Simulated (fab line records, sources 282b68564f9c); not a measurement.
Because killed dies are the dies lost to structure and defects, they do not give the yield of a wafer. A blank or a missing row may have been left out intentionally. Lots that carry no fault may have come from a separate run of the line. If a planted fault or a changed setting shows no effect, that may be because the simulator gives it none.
fab line records	flow ritCmos
record: lots: 6	wafers: 18	lastDay: 7
route steps=202 shown NRETRO@61 PRETRO@64 GATE@75 FOX2@80 REOX@98 M1@202
lots that met no fault: taken from a fault-free run of the same line
startH: hours from the record's opening day to when the first of the lot's shown wafers began	waitH: time in hours since the lot's previous step	" as in the row above	L1.1+2: several wafers, shown together as one row	- no value present, or no start provided	* or withheld: withheld	< > ~ a bound
route shown NAME@n: names a module that has steps shown in the file, with the first one's number in the route	usual: mean and standard deviation over wafers with no fault	same: alike in all rows	chamber/n: place in a boat	sites: readings site by site	_std_site: their standard deviation	_edge_site: inner sites' mean taken away from outer sites' mean	radiusMm: for every site, how far away it sits from the centre of the wafer	mask NAME#n: copy n	behind: the most recent tool/chamber to have shaped the wafer	hold: the reason the lot was held/the length of the hold in hours/how it ended	device: the transistor (n, p or np) that didn't switch	end of line: the tests these same wafers got at the end of their route	a step given without rows: its recipe and nothing more	killed: the dies lost at the first sort to structure and to defects; this is not the yield of the wafer	map: the dies of a wafer, with x for killed, . for not killed, _ for no die there
set.NAME: the setting as run; set.NAME@STEP: as run at that earlier step	model.NAME: the simulator's own value behind a step, which no gauge read
certain route steps with their lots: each step a table, each wafer a row
services: a tool's chamber out of use, with start hour (startH, from the record's first day; less than 0 if before it), hours out, and reason
== steps ==
step: RIT_NRETRO_IMPLANT_08
recipe: species: P	energyKev: 70	doseCm2: 1e+13	tiltDeg: 7
step: RIT_NRETRO_STRIP_09
recipe: chemistry: O2	timeS: 180	resist: NOVOLAK	platenTempC: withheld	powerW: 500	pressureMtorr: 4000	o2FlowSccm: 4000
usual: drypumpMotorCurrentA: 5.7/0.57	rfReflPowerW: 5.7/1.7
same: timeS: 180
lot.wafer	tool	chamber	startH	waitH	drypumpMotorCurrentA	rfHoursCounterH	rfReflPowerW
L337.2	plasmaAsher-03	1	64.71	0.1	6.0	25	4.0
L337.4	"	1	"	"	6.1	-	3.9
L337.5	"	0	"	"	4.9	-	8.1
L339.2	plasmaAsher-03	1	75.22	0.1	6.1	27	3.8
L339.4	"	0	"	"	4.9	-	8.1
L339.5	"	0	"	"	4.9	-	7.8
L343.1	plasmaAsher-03	1	95.34	0.1	6.1	29	3.6
L343.2	"	0	"	"	4.9	29	8.0
L343.4	"	0	"	"	5.0	-	7.9
L345.1	plasmaAsher-04	1	105.64	0.1	6.5	48	6.3
L345.4	"	0	"	"	5.8	-	4.1
L345.6	"	0	"	"	5.8	-	4.2
L346.1	plasmaAsher-04	0	110.66	0.1	5.8	49	4.4
L346.3	"	1	"	"	6.5	-	6.6
L346.4	"	0	"	"	5.8	-	4.8
L351.1	plasmaAsher-01	0	135.22	0.1	5.2	52	4.5
L351.2	"	1	"	"	6.0	52	7.1
L351.6	"	1	"	"	6.0	-	7.0
step: RIT_NRETRO_TW_MEAS_10
usual: NRETRO_TW: 1042/6.3
lot.wafer	tool	chamber	startH	waitH	NRETRO_TW
L337.2	filmMetro-02	-	64.89	0.1	1040
L337.4	"	-	"	"	1034
L337.5	"	-	"	"	1034
L339.2	filmMetro-03	-	75.41	0.1	1051
L339.4	"	-	"	"	1045
L339.5	"	-	"	"	1046
L343.1	filmMetro-02	-	95.52	0.1	1037
L343.2	"	-	"	"	1036
L343.4	"	-	"	"	1032
L345.1	filmMetro-04	-	105.81	0.1	1039
L345.4	"	-	"	"	1040
L345.6	"	-	"	"	1039
L346.1	filmMetro-02	-	110.83	0.1	1037
L346.3	"	-	"	"	1047
L346.4	"	-	"	"	1044
L351.1	filmMetro-03	-	135.39	0.1	1049
L351.2	"	-	"	"	1048
L351.6	"	-	"	"	1047
step: RIT_PRETRO_HMDS_00
recipe: primeTimeS: 60	primeTempC: 140
step: RIT_PRETRO_COAT_01
recipe: resist: NOVOLAK	spinRpm: 2000	resistThkNm: 1300
step: RIT_PRETRO_SOFTBAKE_02
recipe: resist: NOVOLAK	tempC: 90	timeS: 60
step: RIT_PRETRO_EXPOSE_03
recipe: maskId: M5	na: 0.57	targetCdNm: 43700	doseMj: 250
step: RIT_PRETRO_PEB_04
recipe: resist: NOVOLAK	tempC: withheld	timeS: withheld
step: RIT_PRETRO_DEVELOP_05
recipe: resist: NOVOLAK	developTimeS: 68	devTempC: 23
step: RIT_PRETRO_OVL_MEAS_06
usual: PRETRO_OVL: 1.0/1.1
lot.wafer	tool	chamber	startH	waitH	PRETRO_OVL[nm]
L337.2	overlay-01	-	65.94	-	0.9
L337.4	"	-	"	"	0.5
L337.5	"	-	"	"	0.8
L339.2	overlay-02	-	76.51	-	3.1
L339.4	"	-	"	"	0.5
L339.5	"	-	"	"	2.0
L343.1	overlay-01	-	96.64	-	0.0
L343.2	"	-	"	"	1.2
L343.4	"	-	"	"	0.3
L345.1	overlay-01	-	106.88	-	-1.0
L345.4	"	-	"	"	1.8
L345.6	"	-	"	"	1.0
L346.1	overlay-02	-	111.77	-	2.4
L346.3	"	-	"	"	-1.0
L346.4	"	-	"	"	-0.3
L351.1	overlay-02	-	136.33	-	0.1
L351.2	"	-	"	"	0.5
L351.6	"	-	"	"	2.0
step: RIT_PRETRO_HARDBAKE_07
recipe: resist: NOVOLAK	tempC: 140	timeS: 120
step: RIT_PRETRO_IMPLANT_08
recipe: species: B	energyKev: 45	doseCm2: 1.2e+13	tiltDeg: 7
step: RIT_PRETRO_STRIP_09
recipe: chemistry: O2	timeS: 180	resist: NOVOLAK	platenTempC: withheld	powerW: 500	pressureMtorr: 4000	o2FlowSccm: 4000
usual: drypumpMotorCurrentA: 5.8/0.53	rfReflPowerW: 6.1/1.4
same: timeS: 180
lot.wafer	tool	chamber	startH	waitH	drypumpMotorCurrentA	rfHoursCounterH	rfReflPowerW
L337.2	plasmaAsher-04	0	66.37	0.1	5.8	43	4.3
L337.4	"	1	"	"	6.5	-	6.7
L337.5	"	1	"	"	6.5	-	6.1
L339.2	plasmaAsher-01	1	76.94	0.1	6.0	44	7.1
L339.4	"	0	"	"	5.2	-	4.3
L339.5	"	1	"	"	6.0	-	6.8
L343.1	plasmaAsher-02	0	97.07	0.1	6.2	42	8.3
L343.2	"	1	"	"	4.9	42	6.6
L343.4	"	1	"	"	4.9	-	6.6
L345.1	plasmaAsher-04	1	107.31	0.1	6.5	49	6.4
L345.4	"	1	"	"	6.5	-	6.0
L345.6	"	0	"	"	5.8	-	4.3
L346.1	plasmaAsher-04	0	112.21	0.1	5.8	49	4.5
L346.3	"	0	"	"	5.8	-	4.4
L346.4	"	1	"	"	6.4	-	6.6
L351.1	plasmaAsher-02	0	136.77	0.1	6.2	1	8.0
L351.2	"	1	"	"	4.9	1	6.5
L351.6	"	0	"	"	6.2	-	8.2
step: RIT_PRETRO_TW_MEAS_10
usual: PRETRO_TW: 474/4.3
lot.wafer	tool	chamber	startH	waitH	PRETRO_TW
L337.2	filmMetro-01	-	66.56	0.1	477
L337.4	"	-	"	"	479
L337.5	"	-	"	"	477
L339.2	filmMetro-04	-	77.12	0.1	471
L339.4	"	-	"	"	469
L339.5	"	-	"	"	470
L343.1	filmMetro-03	-	97.25	0.1	477
L343.2	"	-	"	"	476
L343.4	"	-	"	"	479
L345.1	filmMetro-03	-	107.49	0.1	477
L345.4	"	-	"	"	475
L345.6	"	-	"	"	475
L346.1	filmMetro-01	-	112.38	0.1	479
L346.3	"	-	"	"	477
L346.4	"	-	"	"	477
L351.1	filmMetro-01	-	136.95	0.1	477
L351.2	"	-	"	"	479
L351.6	"	-	"	"	479
step: RIT_GATE_WET_ETCH_00
recipe: chemistry: BOE	target: SiO2	targetDepthNm: 56	timeS: 60	dry: n2Spin	dilution: 10:1	tempC: 21.5
step: RIT_GATE_CLEAN_01
recipe: chemistry: SC1	mix: 3:3:50	timeS: 600	tempC: 75
step: RIT_GATE_CLEAN_02
recipe: chemistry: dHF	dilution: 50:1	timeS: 30
step: RIT_GATE_CLEAN_03
recipe: chemistry: SC2	mix: 3:3:50	timeS: 600	tempC: 75	dry: n2Spin
step: RIT_GATE_CLEAN_04
recipe: chemistry: dHF	dilution: 50:1	timeS: 60	dry: n2Spin
step: RIT_FOX2_THK_MEAS_91
recipe: reads: SiO2_of_FOX2_OXIDATION_00
usual: FIELD_OXIDE_LEFT_2_THK: 257/5.7
lot.wafer	tool	chamber	startH	waitH	FIELD_OXIDE_LEFT_2_THK[nm]
L337.2	filmMetro-01	-	67.04	0.0	262
L337.4	"	-	"	"	260
L337.5	"	-	"	"	267
L339.2	filmMetro-01	-	77.60	0.0	265
L339.4	"	-	"	"	262
L339.5	"	-	"	"	262
L343.1	filmMetro-03	-	97.73	0.0	254
L343.2	"	-	"	"	254
L343.4	"	-	"	"	258
L345.1	filmMetro-01	-	107.96	0.0	257
L345.4	"	-	"	"	249
L345.6	"	-	"	"	261
L346.1	filmMetro-02	-	112.86	0.0	258
L346.3	"	-	"	"	256
L346.4	"	-	"	"	250
L351.1	filmMetro-03	-	137.42	0.0	257
L351.2	"	-	"	"	256
L351.6	"	-	"	"	260
step: RIT_GATE_OXIDATION_05
recipe: tempC: 900	ambient: O2	targetThkA: 30	oxTimeS: 270
step: RIT_GATE_ANNEAL_06
recipe: tempC: 900	timeS: 600	ambient: N2O
step: RIT_GATE_THK_MEAS_07
recipe: reads: SiO2_of_GATE_OXIDATION_05
usual: GATE_OXIDE_THK: 3.04/0.068
lot.wafer	tool	chamber	startH	waitH	GATE_OXIDE_THK[nm]
L337.2	filmMetro-01	-	69.39	0.0	3.00
L337.4	"	-	"	"	3.02
L337.5	"	-	"	"	3.10
L339.2	filmMetro-01	-	78.99	0.0	3.13
L339.4	"	-	"	"	3.10
L339.5	"	-	"	"	3.15
L343.1	filmMetro-02	-	99.31	0.0	3.03
L343.2	"	-	"	"	3.03
L343.4	"	-	"	"	3.01
L345.1	filmMetro-02	-	110.06	0.0	3.11
L345.4	"	-	"	"	3.04
L345.6	"	-	"	"	3.10
L346.1	filmMetro-01	-	114.25	0.0	3.02
L346.3	"	-	"	"	3.01
L346.4	"	-	"	"	2.98
L351.1	filmMetro-02	-	138.81	0.0	3.18
L351.2	"	-	"	"	3.09
L351.6	"	-	"	"	3.15
step: RIT_GATE_CVD_08
recipe: material: poly-Si	targetThkNm: 250	tempC: 610	precursor: SiH4	timeS: 2220	pressureMtorr: 300	sih4FlowSccm: 100
step: RIT_GATE_THK_MEAS_09
recipe: reads: poly-Si_of_GATE_CVD_08
usual: GATE_POLY_THK: 251.1/2.7
lot.wafer	tool	chamber	startH	waitH	GATE_POLY_THK[nm]
L337.2	filmMetro-03	-	71.07	0.0	249.6
L337.4	"	-	"	"	249.7
L337.5	"	-	"	"	248.5
L339.2	filmMetro-01	-	80.66	0.0	251.9
L339.4	"	-	"	"	251.0
L339.5	"	-	"	"	251.8
L343.1	filmMetro-03	-	101.07	0.0	252.6
L343.2	"	-	"	"	253.3
L343.4	"	-	"	"	253.1
L345.1	filmMetro-03	-	113.10	0.0	253.3
L345.4	"	-	"	"	255.2
L345.6	"	-	"	"	255.0
L346.1	filmMetro-01	-	116.73	0.0	248.9
L346.3	"	-	"	"	251.0
L346.4	"	-	"	"	250.5
L351.1	filmMetro-01	-	140.48	0.0	249.7
L351.2	"	-	"	"	249.5
L351.6	"	-	"	"	250.7
step: RIT_GATE_HMDS_10
recipe: primeTimeS: 60	primeTempC: 140
step: RIT_GATE_COAT_11
recipe: resist: NOVOLAK	spinRpm: 4250	resistThkNm: 850
step: RIT_GATE_SOFTBAKE_12
recipe: resist: NOVOLAK	tempC: 90	timeS: 60
step: RIT_GATE_EXPOSE_13
recipe: maskId: M6	na: 0.6	sourceShape: conventional	sigmaOuter: 0.6	targetCdNm: 150	doseMj: 380
step: RIT_GATE_PEB_14
recipe: resist: NOVOLAK	tempC: withheld	timeS: withheld
step: RIT_GATE_DEVELOP_15
recipe: resist: NOVOLAK	developTimeS: 50	devTempC: 23
step: RIT_GATE_CD_MEAS_16
recipe: targetCdNm: 150
usual: cdNm: 150.3/2.2
lot.wafer	tool	chamber	startH	waitH	cdNm
L337.2	cdSem-02	-	72.11	-	150.7
L337.4	"	-	"	"	148.5
L337.5	"	-	"	"	151.4
L339.2	cdSem-02	-	81.71	-	144.9
L339.4	"	-	"	"	144.2
L339.5	"	-	"	"	145.6
L343.1	cdSem-01	-	102.17	-	152.2
L343.2	"	-	"	"	152.9
L343.4	"	-	"	"	150.2
L345.1	cdSem-02	-	114.23	-	148.1
L345.4	"	-	"	"	146.3
L345.6	"	-	"	"	147.9
L346.1	cdSem-02	-	117.68	-	150.4
L346.3	"	-	"	"	149.0
L346.4	"	-	"	"	150.7
L351.1	cdSem-01	-	141.52	-	150.5
L351.2	"	-	"	"	151.3
L351.6	"	-	"	"	149.5
step: RIT_GATE_OVL_MEAS_17
usual: GATE_OVL: -0.7/1.4
lot.wafer	tool	chamber	startH	waitH	GATE_OVL[nm]
L337.2	overlay-02	-	72.22	0.1	-0.8
L337.4	"	-	"	"	-1.7
L337.5	"	-	"	"	-1.2
L339.2	overlay-02	-	81.81	0.1	-0.5
L339.4	"	-	"	"	1.7
L339.5	"	-	"	"	1.7
L343.1	overlay-01	-	102.29	0.1	-1.0
L343.2	"	-	"	"	-0.1
L343.4	"	-	"	"	-1.3
L345.1	overlay-01	-	114.35	0.1	1.2
L345.4	"	-	"	"	2.0
L345.6	"	-	"	"	-0.9
L346.1	overlay-02	-	117.80	0.1	-0.8
L346.3	"	-	"	"	-0.5
L346.4	"	-	"	"	-0.7
L351.1	overlay-02	-	141.64	0.1	-1.2
L351.2	"	-	"	"	-1.0
L351.6	"	-	"	"	-0.9
step: RIT_GATE_HARDBAKE_18
recipe: resist: NOVOLAK	tempC: 140	timeS: 60
step: RIT_GATE_ETCH_19
recipe: chemistry: SF6/CHF3/O2	timeS: 165	SF6_flow_sccm: 30	CHF3_flow_sccm: 30	O2_flow_sccm: 5	target: poly-Si	pressureMtorr: 40	rfW: 160	targetDepthA: 3125	overEtchFrac: 0.25	stopOn: SiO2
usual: drypumpMotorCurrentA: 5.6/0.38	oesProductAu: 0.851/0.016	throttleValvePct: 10.13/0.12
same: timeS: 165
lot.wafer	tool	chamber	startH	waitH	drypumpMotorCurrentA	oesProductAu	rfHoursCounterH	throttleValvePct
L337.2	rieSi-02	3	72.40	0.1	5.5	0.845	69	10.24
L337.4	"	2	"	"	5.3	0.851	141	9.96
L337.5	"	3	"	"	5.4	0.847	-	10.22
L339.2	rieSi-02	1	81.99	0.1	5.6	0.860	26	10.16
L339.4	"	3	"	"	5.5	0.853	69	10.25
L339.5	"	1	"	"	5.6	0.870	-	10.16
L343.1	rieSi-02	2	102.48	0.1	5.3	0.849	141	9.94
L343.2	"	0	"	"	6.5	0.843	106	10.06
L343.4	"	3	"	"	5.5	0.849	69	10.24
L345.1	rieSi-02	1	114.54	0.1	5.6	0.870	26	10.16
L345.4	"	2	"	"	5.3	0.860	141	9.97
L345.6	"	2	"	"	5.3	0.866	-	9.94
L346.1	rieSi-01	3	117.99	0.1	5.7	0.847	2	10.33
L346.3	"	2	"	"	5.8	0.827	7	9.99
L346.4	"	0	"	"	5.4	0.858	-	10.13
L351.1	rieSi-02	2	141.82	0.1	5.3	0.842	142	9.97
L351.2	"	3	"	"	5.5	0.844	69	10.26
L351.6	"	2	"	"	5.3	0.846	-	9.96
step: RIT_GATE_STRIP_20
recipe: chemistry: O2	timeS: 180	resist: NOVOLAK	platenTempC: withheld	powerW: 500	pressureMtorr: 4000	o2FlowSccm: 4000
usual: drypumpMotorCurrentA: 5.9/0.56	rfReflPowerW: 5.7/1.6
same: timeS: 180
lot.wafer	tool	chamber	startH	waitH	drypumpMotorCurrentA	rfHoursCounterH	rfReflPowerW
L337.2	plasmaAsher-04	1	72.50	0.1	6.4	44	6.8
L337.4	"	1	"	"	6.5	-	6.2
L337.5	"	0	"	"	5.8	-	4.7
L339.2	plasmaAsher-03	1	82.10	0.1	6.1	28	3.9
L339.4	"	0	"	"	4.9	-	7.7
L339.5	"	1	"	"	6.1	-	3.9
L343.1	plasmaAsher-04	0	102.59	0.1	5.8	48	4.1
L343.2	"	1	"	"	6.4	48	6.6
L343.4	"	0	"	"	5.8	-	4.6
L345.1	plasmaAsher-04	0	114.65	0.1	5.8	50	4.3
L345.4	"	1	"	"	6.5	-	6.4
L345.6	"	1	"	"	6.5	-	6.7
L346.1	plasmaAsher-03	1	118.10	0.1	6.0	32	3.8
L346.3	"	0	"	"	4.9	-	7.7
L346.4	"	1	"	"	6.1	-	3.8
L351.1	plasmaAsher-04	1	141.93	0.1	6.5	53	6.7
L351.2	"	0	"	"	5.8	53	4.2
L351.6	"	0	"	"	5.8	-	4.4
step: RIT_GATE_CD_MEAS_90
recipe: targetCdNm: 150
usual: cdNm: 150.2/2.2
lot.wafer	tool	chamber	startH	waitH	cdNm
L337.2	cdSem-02	-	72.70	0.1	150.6
L337.4	"	-	"	"	148.6
L337.5	"	-	"	"	150.8
L339.2	cdSem-01	-	82.30	0.1	144.7
L339.4	"	-	"	"	144.2
L339.5	"	-	"	"	145.8
L343.1	cdSem-01	-	102.76	0.1	152.1
L343.2	"	-	"	"	152.7
L343.4	"	-	"	"	150.0
L345.1	cdSem-01	-	114.82	0.1	148.0
L345.4	"	-	"	"	146.1
L345.6	"	-	"	"	147.4
L346.1	cdSem-01	-	118.27	0.1	150.2
L346.3	"	-	"	"	149.1
L346.4	"	-	"	"	150.3
L351.1	cdSem-02	-	142.11	0.1	150.6
L351.2	"	-	"	"	151.2
L351.6	"	-	"	"	149.8
step: RIT_REOX_CLEAN_00
recipe: chemistry: SC1	mix: 3:3:50	timeS: 600	tempC: 75
step: RIT_REOX_CLEAN_01
recipe: chemistry: dHF	dilution: 50:1	timeS: 30
step: RIT_REOX_CLEAN_02
recipe: chemistry: SC2	mix: 3:3:50	timeS: 600	tempC: 75	dry: n2Spin
step: RIT_REOX_OXIDATION_03
recipe: tempC: 900	ambient: O2	targetThkA: 252	oxTimeS: 5580
step: RIT_REOX_THK_MEAS_04
recipe: reads: SiO2_of_REOX_OXIDATION_03
usual: REOX_OXIDE_THK: 25.2/0.4
lot.wafer	tool	chamber	startH	waitH	REOX_OXIDE_THK[nm]
L337.2	filmMetro-04	-	76.27	0.0	25.2
L337.4	"	-	"	"	25.5
L337.5	"	-	"	"	25.2
L339.2	filmMetro-01	-	85.36	0.0	24.9
L339.4	"	-	"	"	25.3
L339.5	"	-	"	"	24.7
L343.1	filmMetro-04	-	105.92	0.0	25.2
L343.2	"	-	"	"	24.8
L343.4	"	-	"	"	24.8
L345.1	filmMetro-01	-	117.89	0.0	25.0
L345.4	"	-	"	"	25.2
L345.6	"	-	"	"	25.5
L346.1	filmMetro-01	-	121.34	0.0	24.6
L346.3	"	-	"	"	24.4
L346.4	"	-	"	"	24.9
L351.1	filmMetro-01	-	145.16	0.0	25.6
L351.2	"	-	"	"	25.6
L351.6	"	-	"	"	25.9
step: RIT_M1_PROBE_99
usual: killed_at_M0_to_M3: 0.0/0.16	killedAtContacts: 0.1/0.3	killedAtFrontEnd: 7.1/3	killedDies: 7.3/3	killedOnRim: 1.9/1.3	killedOpen: 3.6/2	killedShort: 3.5/1.9
same: grossDies: 264	killed_at_M4_up: 0	killedAtBackSide: 0	killedAtOther: 0
lot.wafer	tool	chamber	startH	waitH	killed_at_M0_to_M3	killedAtContacts	killedAtFrontEnd	killedDies	killedOnRim	killedOpen	killedShort
L337.2	prober-02	-	92.64	0.1	0	0	11	11	3	8	3
L337.4	prober-02	-	92.74	0.2	0	0	8	8	2	4	3
L337.5	prober-02	-	92.79	0.2	0	0	13	13	3	7	5
L339.2	prober-02	-	102.26	0.1	0	0	7	7	1	3	4
L339.4	prober-02	-	102.36	0.2	0	0	6	6	3	5	1
L339.5	prober-02	-	102.41	0.2	0	0	7	7	3	3	4
L343.1	prober-02	-	124.20	0.1	0	0	6	6	3	2	4
L343.2	prober-02	-	124.25	0.1	0	1	3	4	1	3	1
L343.4	prober-02	-	124.35	0.2	0	0	6	6	0	2	4
L345.1	prober-02	-	134.51	0.1	0	0	5	5	1	2	3
L345.4	prober-02	-	134.66	0.2	1	0	5	6	1	1	5
L345.6	prober-02	-	134.76	0.2	0	0	31	31	9	4	2
L346.1	prober-01	-	138.37	0.1	0	0	26	26	8	4	1
L346.3	prober-01	-	138.47	0.2	0	0	35	35	9	5	1
L346.4	prober-01	-	138.52	0.2	0	0	4	4	1	1	3
L351.1	prober-02	-	161.63	0.1	0	0	8	8	2	5	3
L351.2	prober-02	-	161.68	0.1	0	0	5	5	1	3	2
L351.6	prober-02	-	161.88	0.2	0	1	13	14	5	8	6
killed by level:class
L337.2 REOX:geometricParticle:open=6 FOX2:geometricParticle:open=1 GATE:geometricParticle:short=1 REOX:geometricParticle:short=1 SILICIDE:geometricParticle:short=1 SILICIDE:geometricParticle:open=1
L337.4 SPACER:geometricParticle:open=2 FOX2:geometricParticle:short=1 GATE:geometricParticle:short=1 GATE:geometricParticle:open=1 REOX:geometricParticle:open=1 SPACER:geometricParticle:short=1 GATE:coatMicrobubblePrinted=1
L337.5 GATE:geometricParticle:short=3 GATE:geometricParticle:open=3 SPACER:geometricParticle:open=2 FOX1:geometricParticle:open=1 REOX:geometricParticle:short=1 REOX:geometricParticle:open=1 SILICIDE:geometricParticle:short=1 GATE:coatMicrobubblePrinted=1
L339.2 GATE:geometricParticle:short=3 FOX2:geometricParticle:short=1 FOX2:geometricParticle:open=1 SILICIDE:geometricParticle:open=1 SPACER:geometricParticle:open=1
L339.4 SPACER:geometricParticle:open=4 FOX1:geometricParticle:open=1 GATE:geometricParticle:short=1
L339.5 FOX1:geometricParticle:short=2 GATE:geometricParticle:open=1 GATE:geometricParticle:short=1 SPACER:geometricParticle:open=1 SILICIDE:geometricParticle:open=1 SILICIDE:geometricParticle:short=1
L343.1 FOX2:geometricParticle:short=2 GATE:geometricParticle:open=2 FOX1:geometricParticle:short=1 REOX:geometricParticle:short=1
L343.2 GATE:geometricParticle:open=1 GATE:geometricParticle:short=1 SPACER:geometricParticle:open=1 CONTACT:geometricParticle:open=1
L343.4 GATE:geometricParticle:open=2 FOX1:geometricParticle:short=1 FOX2:geometricParticle:short=1 GATE:geometricParticle:short=1 REOX:geometricParticle:short=1
L345.1 GATE:geometricParticle:open=2 FOX1:geometricParticle:short=1 SPACER:geometricParticle:short=1 SILICIDE:geometricParticle:short=1
L345.4 GATE:geometricParticle:short=2 SPACER:geometricParticle:short=2 FOX1:geometricParticle:short=1 M1:geometricParticle:open=1
L345.6 PRETRO:unspecified=25 GATE:geometricParticle:open=3 SILICIDE:geometricParticle:short=2 FOX1:geometricParticle:open=1
L346.1 PRETRO:unspecified=21 GATE:geometricParticle:open=3 FOX1:geometricParticle:open=1 FOX1:geometricParticle:short=1
L346.3 PRETRO:unspecified=29 GATE:geometricParticle:open=2 FOX2:geometricParticle:open=1 REOX:geometricParticle:open=1 SPACER:geometricParticle:short=1 SPACER:geometricParticle:open=1
L346.4 GATE:geometricParticle:short=2 GATE:geometricParticle:open=1 REOX:geometricParticle:short=1
L351.1 FOX1:geometricParticle:open=1 FOX1:geometricParticle:short=1 FOX2:geometricParticle:open=1 GATE:geometricParticle:short=1 REOX:geometricParticle:open=1 SPACER:geometricParticle:open=1 SILICIDE:geometricParticle:short=1 SILICIDE:geometricParticle:open=1
L351.2 FOX1:geometricParticle:open=1 GATE:geometricParticle:short=1 GATE:geometricParticle:open=1 SILICIDE:geometricParticle:short=1 SILICIDE:geometricParticle:open=1
L351.6 FOX1:geometricParticle:open=2 GATE:geometricParticle:open=2 GATE:geometricParticle:short=2 REOX:geometricParticle:short=2 SILICIDE:geometricParticle:open=2 ACTIVE:geometricParticle:short=1 FOX1:geometricParticle:short=1 REOX:geometricParticle:open=1
map L345.6 (x killed, . not)
________......._______
_____...........x.____
____.............x.___
___...........x.xxxx__
__.............xxxxxx_
__........x.....xxxxx_
_...............xxxxx.
_...x.........xx..x.x.
_..................x..
_.....................
__..................._
__..................._
___.................__
____...............___
_____.............____
________....x.._______
map L346.3 (x killed, . not)
________......._______
_____.............____
____.....x...x..xxx___
___..........x..xxxx__
__..............xxxxx_
__..............xxxxx_
_..............xxxxxxx
_..............x.xxxx.
_..................x..
_...........x.........
__..................._
__..................._
___.....x...........__
____...............___
_____.............____
________......._______
== services ==
tool	chamber	startH	hours	kind
plasmaAsher-03	-	44.61	4.5	repair
rieSi-02	3	89.89	4.7	repair
rieSi-01	1	107.84	37.5	repair
plasmaAsher-02	-	108.75	9.0	pm
plasmaAsher-02	0	108.75	9.0	ventCycle
plasmaAsher-02	1	108.75	9.0	ventCycle
plasmaAsher-03	-	110.13	0.6	repair
plasmaAsher-02	0	117.75	-	clean
plasmaAsher-02	1	117.75	-	clean
plasmaAsher-02	-	120.17	14.6	pm
== key ==
firstSign: step: RIT_M1_PROBE_99	reading: killedAtFrontEnd	direction: up	sigmas: 7.9	usual: 7.1	struck: 30.7
effect: step: RIT_M1_PROBE_99	reading: killedDies	direction: up	sigmas: 7.8	usual: 7.3	struck: 30.7
metAt RIT_PRETRO_STRIP_09
struckWafers L345.6,L346.1,L346.3
testerLeftOut L345,L346
onsetBetween 66.37 107.31
fault: kind: chamberParticleSource	tool: plasmaAsher-04	chamber: 0	onsetH: 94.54	steps: RIT_PRETRO_STRIP_09	ratePerVisitCm2: 0.71492	endH: 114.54
testerLeftOut: of these lots the tester's yield and bins aren't shown, on N5 and GAA mostly nor the transistor test; their killed dies are dies lost to structure and defects alone, not to doping, threshold or leakage, so they don't give the yield
